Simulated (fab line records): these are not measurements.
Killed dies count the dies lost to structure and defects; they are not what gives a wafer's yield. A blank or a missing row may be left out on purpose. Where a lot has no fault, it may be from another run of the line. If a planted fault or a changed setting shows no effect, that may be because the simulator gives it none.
Which tool was responsible? -- flow berkeley_cmos170 -- Sampling: 14 lots, 42 wafers, 5 of 331 route steps

== WHAT EACH GAUGE READ, for each wafer ==
UCB170_SACOX_THK_MEAS_02. Usual: SACOX_OXIDE_THK typically reads 14.33 nm, with standard deviation 0.29.
lot,measured,on,SACOX_OXIDE_THK (nm),flag
L668,day 5 02:01,film_metro-01,14.63 14.71 14.95,
L670,day 5 14:40,film_metro-04,14.39 14.21 14.36,
L672,day 6 02:46,film_metro-01,14.52 14.45 14.68,
L673,day 6 02:46,film_metro-03,14.63 14.69 14.62,
L671,day 6 02:47,film_metro-04,14.20 14.09 14.24,
L675,day 6 12:01,film_metro-03,14.11 14.09 14.12,
L677,day 7 06:08,film_metro-03,14.80 14.91 15.13,
L682,day 8 13:59,film_metro-03,14.24 14.38 14.38,
L686,day 8 18:08,film_metro-03,14.04 14.00 13.90,
L687,day 8 18:10,film_metro-04,14.28 14.01 14.07,
L688,day 9 08:41,film_metro-04,13.99 13.72 13.90,
L690,day 9 12:52,film_metro-04,14.10 14.10 13.96,
L689,day 9 12:53,film_metro-01,14.63 14.56 14.70,
L691,day 9 18:16,film_metro-01,14.61 14.42 14.35,

UCB170_PVT_TW_MEAS_09. Usual: PVT_TW typically reads 505, with standard deviation 5.3.
lot,measured,on,PVT_TW,flag
L668,day 5 17:28,film_metro-04,517 514 513,
L670,day 6 05:44,film_metro-03,498 501 504,
L672,day 6 15:25,film_metro-02,508 505 504,
L673,day 6 15:49,film_metro-02,507 506 506,
L671,day 6 15:41,film_metro-03,501 501 499,
L675,day 6 23:56,film_metro-04,510 509 511,
L677,day 7 18:24,film_metro-04,476 473 476,OFF
L682,day 9 01:37,film_metro-03,468 466 466,OFF
L686,day 9 05:57,film_metro-03,504 502 504,
L687,day 9 06:09,film_metro-03,505 506 505,
L688,day 9 20:55,film_metro-03,508 505 504,
L690,day 10 04:45,film_metro-03,502 496 500,
L689,day 10 04:39,film_metro-04,515 513 515,
L691,day 10 08:55,film_metro-03,498 496 498,

UCB170_GATE_THK_MEAS_02. Usual: GATE_OXIDE_THK typically reads 6.62 nm, with standard deviation 0.12.
lot,measured,on,GATE_OXIDE_THK (nm),flag
L668,day 5 22:57,film_metro-01,6.57 6.68 6.65,
L670,day 6 11:04,film_metro-04,6.64 6.50 6.54,
L672,day 6 19:38,film_metro-01,6.69 6.64 6.62,
L673,day 6 20:05,film_metro-01,6.78 6.83 6.84,
L671,day 6 20:07,film_metro-03,6.73 6.82 6.69,
L675,day 7 04:07,film_metro-01,6.57 6.59 6.50,
L677,day 7 21:24,film_metro-01,6.85 6.67 6.70,
L682,day 9 03:30,film_metro-01,6.47 6.63 6.66,
L686,day 9 12:29,film_metro-03,6.58 6.68 6.56,
L687,day 9 12:29,film_metro-01,6.63 6.55 6.67,
L688,day 10 03:52,film_metro-03,6.44 6.46 6.38,
L690,day 10 09:28,film_metro-03,6.44 6.58 6.55,
L689,day 10 09:29,film_metro-04,6.42 6.47 6.53,
L691,day 10 13:28,film_metro-03,6.46 6.46 6.48,

UCB170_GATE_THK_MEAS_05. Usual: GATE_POLY_THK typically reads 214.8 nm, with standard deviation 2.1.
lot,measured,on,GATE_POLY_THK (nm),flag
L668,day 6 08:16,film_metro-04,213.7 213.4 212.1,
L670,day 6 16:10,film_metro-03,211.5 212.5 210.3,
L672,day 6 23:50,film_metro-04,216.3 215.2 215.3,
L673,day 6 23:50,film_metro-03,213.6 214.2 215.5,
L671,day 6 23:52,film_metro-01,214.5 213.1 212.8,
L675,day 7 09:02,film_metro-03,212.6 212.0 213.7,
L677,day 8 01:58,film_metro-01,219.8 217.5 219.0,
L682,day 9 06:37,film_metro-01,215.1 214.8 214.2,
L686,day 9 18:53,film_metro-04,214.8 214.3 214.9,
L687,day 9 18:53,film_metro-01,217.9 216.7 217.9,
L688,day 10 10:08,film_metro-03,215.6 217.0 213.9,
L690,day 10 16:20,film_metro-03,211.6 212.8 211.8,
L689,day 10 16:20,film_metro-04,212.5 212.5 210.7,
L691,day 10 17:43,film_metro-03,216.1 215.2 216.2,

== WHAT TOOL EACH LOT RAN ON (gives the tool, then ch and the chambers of the sampled wafers, and finally the start) ==
lot,UCB170_PVT_IMPLANT_07
L668,"implanter-03 ch 0, day 5 17:15"
L670,"implanter-03 ch 0, day 6 05:29"
L672,"implanter-02 ch 0, day 6 15:08"
L673,"implanter-02 ch 0, day 6 15:34"
L671,"implanter-03 ch 0, day 6 15:28"
L675,"implanter-04 ch 0, day 6 23:41"
L677,"implanter-04 ch 0, day 7 18:09"
L682,"implanter-04 ch 0, day 9 01:23"
L686,"implanter-03 ch 0, day 9 05:42"
L687,"implanter-02 ch 0, day 9 05:54"
L688,"implanter-02 ch 0, day 9 20:40"
L690,"implanter-02 ch 0, day 10 04:31"
L689,"implanter-03 ch 0, day 10 04:26"
L691,"implanter-03 ch 0, day 10 08:40"
- UCB170_PVT_IMPLANT_07

== WHAT THE TOOLS THEMSELVES READ (means of the sampled wafers that have a number; where no wafer has one, the mark that the record gives instead) ==
UCB170_PVT_IMPLANT_07. Usual: dose_ions_cm2 1.9999e+12, standard deviation 2.4e+09; faraday_current_uA 6.36, standard deviation 0.11; tilt_deg 7.005 degrees, standard deviation 0.019.
lot,tool,dose_ions_cm2,faraday_current_uA,tilt_deg (degrees),flag
L668,implanter-03,1.9969e+12,6.38,7.019,
L670,implanter-03,2.0001e+12,6.31,7.024,
L672,implanter-02,2.0001e+12,6.38,7.022,
L673,implanter-02,2.0007e+12,6.42,7.005,
L671,implanter-03,1.9961e+12,6.29,6.993,
L675,implanter-04,1.9982e+12,6.33,6.994,
L677,implanter-04,1.5587e+12,4.96,6.997,OFF
L682,implanter-04,1.5606e+12,4.96,7.007,OFF
L686,implanter-03,1.9988e+12,6.52,7.007,
L687,implanter-02,2.0026e+12,6.30,7.023,
L688,implanter-02,1.9990e+12,6.48,7.016,
L690,implanter-02,1.9986e+12,6.33,6.973,
L689,implanter-03,2.0012e+12,6.42,7.021,
L691,implanter-03,2.0010e+12,6.28,6.995,

== THE ANSWER, worked out from the rows above alone ==
Rule: a lot is off if the mean of its wafers that have a number lies more than 3 standard deviations from the usual mean. A lot without any number at a reading at which 4 lots or more have one is off too. All remaining lots with rows at the step are treated as sound. The gauges are gone through in route order, then the tools' own readings, and for those a lot's mean is taken as printed above. At the first step where some lot is off, the reading lying furthest off is the one used; lots without a number count as furthest.
Off: L677, L682, at UCB170_PVT_TW_MEAS_09 (PVT_TW).
A tool fits if, at a process step before that reading, it ran every lot that is off, and no sound lot after the first of them. The gauges at UCB170_PVT_TW_MEAS_09 aren't tried: what is off there is off at UCB170_PVT_IMPLANT_07 too, on other tools, and a gauge's error can't cause that. One fits: implanter-04 at UCB170_PVT_IMPLANT_07. Its last sound lot is L675 (day 6 23:41), its first lot that is off L677 (day 7 18:09): a fault that began between those two fits.
The tool's own readings at UCB170_PVT_IMPLANT_07 bear it out: on the lots that are off they differ by more than 5 times the standard deviation of the sound lots' means. dose_ions_cm2 reads 1.5596e+12 there against 1.9994e+12 on the sound lots; faraday_current_uA reads 4.96 there against 6.37 on the sound lots.

== WHAT THE SIMULATOR HAD PUT IN ==
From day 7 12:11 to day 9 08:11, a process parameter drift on implanter-04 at UCB170_PVT_IMPLANT_07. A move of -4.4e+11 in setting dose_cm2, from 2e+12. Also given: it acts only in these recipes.
Shown lots that were struck: L677, L682. This agrees with what the rule above found.
